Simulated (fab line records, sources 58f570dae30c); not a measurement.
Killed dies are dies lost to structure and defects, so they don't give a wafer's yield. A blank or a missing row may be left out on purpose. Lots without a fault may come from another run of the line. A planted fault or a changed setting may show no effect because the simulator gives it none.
A struck lot beside a sound one | flow berkeley_cmos170 | 32 steps out of a route of 331
Sound: wafers L811.1, L811.3, L811.6. Struck: wafers L819.2, L819.4, L819.5. The cause comes at the end.
At each step with rows: each side's tool, then ch and its chambers, then its first start. Under that, the readings that differ: sound wafers | struck wafers | difference of the means | sigmas: that difference in standard deviations of wafers without a fault.
alike: readings whose means differ by less than 2 such deviations, and words and numbers that are the same on both sides. not compared: withheld readings, readings that some wafer has no value for, bounds like >300 that may hide the same value, and numbers for which the record gives no deviation and whose values overlap.
The two part at a step that has a row with sigmas, a row that says differs or no value, or rows on one side only. Numbers that don't overlap but have no deviation are shown without sigmas and don't part them. A reading that every wafer of one side lacks parts them only if that side has two wafers or more.

first, 6 steps without rows for these wafers: UCB170_V2_HMDS_06 (prime time 60 s); UCB170_V2_COAT_07 (resist thk 900 nm); UCB170_V2_SOFTBAKE_08 (time 60 s); UCB170_V2_EXPOSE_09 (exposes mask VIA2, target cd 700 nm); UCB170_V2_PEB_10; UCB170_V2_DEVELOP_11 (develop time 45 s).
UCB170_V2_CD_MEAS_12: target cd 700 nm.
  sound on cd_sem-01, day 9 12:48; struck on cd_sem-02, day 11 08:00
  alike: cd_nm
UCB170_V2_OVL_MEAS_13:
  sound on overlay-01, day 9 12:55; struck on overlay-01, day 11 08:07
  alike: V2_OVL
UCB170_V2_ETCH_14: etches SiO2 in CHF3/CF4/Ar, stops on Al, target depth 1250 nm, time 291 s.
  sound on rie_diel-01 ch 1,2, day 9 12:57; struck on rie_diel-02 ch 1,2,3, day 11 08:08
  alike: drypump_motor_current_A, oes_product_au, throttle_valve_pct
  not compared: rf_hours_counter_h
UCB170_V2_STRIP_15: strips in O2.
  sound on plasma_asher-03 ch 0,1, day 9 13:08; struck on plasma_asher-01 ch 0,1, day 11 08:19
  alike: drypump_motor_current_A, oes_product_au, strip_time_to_endpoint_s
  not compared: rf_hours_counter_h
UCB170_V2_CD_MEAS_90: target cd 700 nm.
  sound on cd_sem-01, day 9 13:14; struck on cd_sem-01, day 11 08:26
  alike: cd_nm
then, 1 step without rows for these wafers: UCB170_M3_PRE_CLEAN_00 (preclean etch time 60 s).
UCB170_M3_SPUTTER_01: material Al, target thk 900 nm, time 120 s.
  sound on pvd_sputter-02, day 9 13:25; struck on pvd_sputter-02, day 11 08:36
  reading                               | sound             | struck            | difference | sigmas
  model.Al_of_M3_SPUTTER_01.thk_nm (nm) | 907.2 904.7 904.6 | 493.9 493.5 492.2 | -412.3     |
  alike: throttle_valve_pct
UCB170_M3_RS_MEAS_02: measures by four-point-probe.
  sound on film_metro-03, day 9 13:30; struck on film_metro-03, day 11 08:43
  reading           | sound                   | struck                  | difference | sigmas
  M3_AL_RS (ohm/sq) | 0.03195 0.03196 0.03197 | 0.05911 0.05934 0.05931 | +0.02729   | +94
UCB170_M3_THK_MEAS_03: measures by xrf.
  sound on film_metro-03, day 9 13:37; struck on film_metro-03, day 11 08:49
  reading        | sound       | struck      | difference | sigmas
  M3_AL_THK (nm) | 892 892 894 | 488 484 487 | -406       | -44
then, 3 steps without rows for these wafers: UCB170_M3_HMDS_04 (prime time 60 s); UCB170_M3_COAT_05 (resist thk 900 nm); UCB170_M3_SOFTBAKE_06 (time 60 s).
UCB170_M3_STRIP_07: strips in O2.
  sound on plasma_asher-02 ch 0,1, day 9 14:16; struck on plasma_asher-04 ch 0,1, day 11 09:19
  alike: drypump_motor_current_A, oes_product_au, strip_time_to_endpoint_s
  not compared: rf_hours_counter_h
then, 7 steps without rows for these wafers: UCB170_M3_STRIP_08 (strips KrF in DMSO, time 600 s); UCB170_M3_COAT_09; UCB170_M3_COAT_10 (resist thk 900 nm); UCB170_M3_SOFTBAKE_11 (time 60 s); UCB170_M3_EXPOSE_12 (exposes mask METAL3, target cd 700 nm); UCB170_M3_PEB_13; UCB170_M3_DEVELOP_14 (develop time 45 s).
UCB170_M3_CD_MEAS_15: target cd 700 nm.
  sound on cd_sem-02, day 9 15:23; struck on cd_sem-02, day 11 10:35
  alike: cd_nm
UCB170_M3_OVL_MEAS_16:
  sound on overlay-02, day 9 15:30; struck on overlay-01, day 11 10:42
  alike: M3_OVL
UCB170_M3_ETCH_17: etches BARC in N2/H2.
  sound on rie_diel-04 ch 1,2, day 9 15:32; struck on rie_diel-02 ch 1,2, day 11 10:44
  reading                | sound             | struck            | difference | sigmas
  oes_product_au (a.u.)  | 0.997 1.038 1.041 | 0.966 0.981 0.991 | -0.046     | -2
  throttle_valve_pct (%) | 12.92 12.97 12.98 | 13.13 13.50 13.51 | +0.42      | +2
  alike: drypump_motor_current_A, h2_flow_sccm
UCB170_M3_METAL_ETCH_18: etches Al in Cl2/BCl3, stops on SiO2, target depth 1170 nm, time 195 s.
  sound on rie_metal-03 ch 1, day 9 15:34; struck on rie_metal-04 ch 0,1, day 11 10:46
  reading               | sound             | struck            | difference | sigmas
  oes_product_au (a.u.) | 0.850 0.839 0.849 | 0.640 0.645 0.641 | -0.204     | -21
  alike: drypump_motor_current_A, throttle_valve_pct
  not compared: rf_hours_counter_h
UCB170_M3_STRIP_19: strips in O2.
  sound on plasma_asher-04 ch 1, day 9 15:57; struck on plasma_asher-04 ch 0,1, day 11 10:58
  alike: drypump_motor_current_A, oes_product_au
  not compared: rf_hours_counter_h
UCB170_M3_PROBE_99:
  sound on prober-02, day 9 16:17; struck on prober-02, day 11 11:21
  reading                               | sound                      | struck                     | difference | sigmas
  model.etest.antenna_m3.vt_shift_v (V) | -0.01278 -0.01127 -0.01119 | -0.02352 -0.02568 -0.02514 | -0.01303   |

WHERE THEY PART
First at UCB170_M3_RS_MEAS_02; last, within this record, at UCB170_M3_METAL_ETCH_18. Later steps at which nothing parts them and some readings are alike: UCB170_M3_STRIP_19.

WHY: what the simulator had put in
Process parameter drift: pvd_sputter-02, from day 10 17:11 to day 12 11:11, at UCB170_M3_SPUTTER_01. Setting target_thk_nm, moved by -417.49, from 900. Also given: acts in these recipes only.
